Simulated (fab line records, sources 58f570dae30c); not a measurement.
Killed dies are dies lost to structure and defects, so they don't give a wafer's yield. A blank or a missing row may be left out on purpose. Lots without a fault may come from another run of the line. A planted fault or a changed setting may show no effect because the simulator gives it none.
Split-lot experiment | flow berkeley_cmos170 | 5 lots, 23 wafers read, on a route of 331 steps

THE SPLIT
At UCB170_START_OXIDATION_02 (target thk 20 nm, ox time 1800 s), the setting ox_time_s was moved away from the recipe's 1800 s on 20 of the 23 wafers read, by -6.5% to +9.2%. The other wafers ran this setting at the recipe's value.

The reading is taken at the split's own step.

THE READING
SiO2_of_START_OXIDATION_02.thk_nm (the simulator's own value, which no gauge read), in nm, at UCB170_START_OXIDATION_02 (target thk 20 nm, ox time 1800 s). The file gives no usual value for it. The 3 wafers here that ran the recipe average 19.76 nm, standard deviation 0.14 nm.

wafer  | tool, chamber at the split | ox_time_s as run, s | against the recipe | SiO2_of_START_OXIDATION_02.thk_nm, nm | against lot-mates on the recipe
L074.1 | -, -                       | 1698                | -5.7%              | 19.59                                 | no lot-mate on the recipe
L074.3 | -, -                       | 1698                | -5.7%              | 20.01                                 | no lot-mate on the recipe
L074.4 | -, -                       | 1698                | -5.7%              | 19.92                                 | no lot-mate on the recipe
L074.5 | -, -                       | 1698                | -5.7%              | 19.74                                 | no lot-mate on the recipe
L074.6 | -, -                       | 1698                | -5.7%              | 19.65                                 | no lot-mate on the recipe
L075.1 | furnace-04, 0              | 1800                | recipe             | 19.57                                 | -
L075.2 | furnace-04, 0              | 1800                | recipe             | 19.86                                 | -
L075.4 | furnace-04, 0              | 1800                | recipe             | 19.86                                 | -
L079.1 | -, -                       | 1683                | -6.5%              | 19.01                                 | no lot-mate on the recipe
L079.2 | -, -                       | 1683                | -6.5%              | 19.12                                 | no lot-mate on the recipe
L079.4 | -, -                       | 1683                | -6.5%              | 19.12                                 | no lot-mate on the recipe
L079.5 | -, -                       | 1683                | -6.5%              | 19.07                                 | no lot-mate on the recipe
L079.6 | -, -                       | 1683                | -6.5%              | 18.92                                 | no lot-mate on the recipe
L081.1 | -, -                       | 1966                | +9.2%              | 21.12                                 | no lot-mate on the recipe
L081.2 | -, -                       | 1966                | +9.2%              | 21.35                                 | no lot-mate on the recipe
L081.3 | -, -                       | 1966                | +9.2%              | 21.01                                 | no lot-mate on the recipe
L081.4 | -, -                       | 1966                | +9.2%              | 21.1                                  | no lot-mate on the recipe
L081.6 | -, -                       | 1966                | +9.2%              | 20.85                                 | no lot-mate on the recipe
L084.1 | -, -                       | 1699                | -5.6%              | 19.06                                 | no lot-mate on the recipe
L084.5 | -, -                       | 1699                | -5.6%              | 19.06                                 | no lot-mate on the recipe
L084.2 | -, -                       | 1699                | -5.6%              | 18.87                                 | no lot-mate on the recipe
L084.3 | -, -                       | 1699                | -5.6%              | 18.85                                 | no lot-mate on the recipe
L084.4 | -, -                       | 1699                | -5.6%              | 19.03                                 | no lot-mate on the recipe

THE FIT
A straight line over all 23 wafers: SiO2_of_START_OXIDATION_02.thk_nm changes by +0.119 nm for each +1% of ox_time_s; r = +0.92; the points scatter about the line by 0.33 nm.
Too few moved wafers have a lot-mate on the recipe to fit a line with each lot's own level taken away.

THE FILE'S OWN FIT
SiO2_of_START_OXIDATION_02.thk_nm changes by +0.119 nm for each +1% of ox_time_s, r = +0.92.
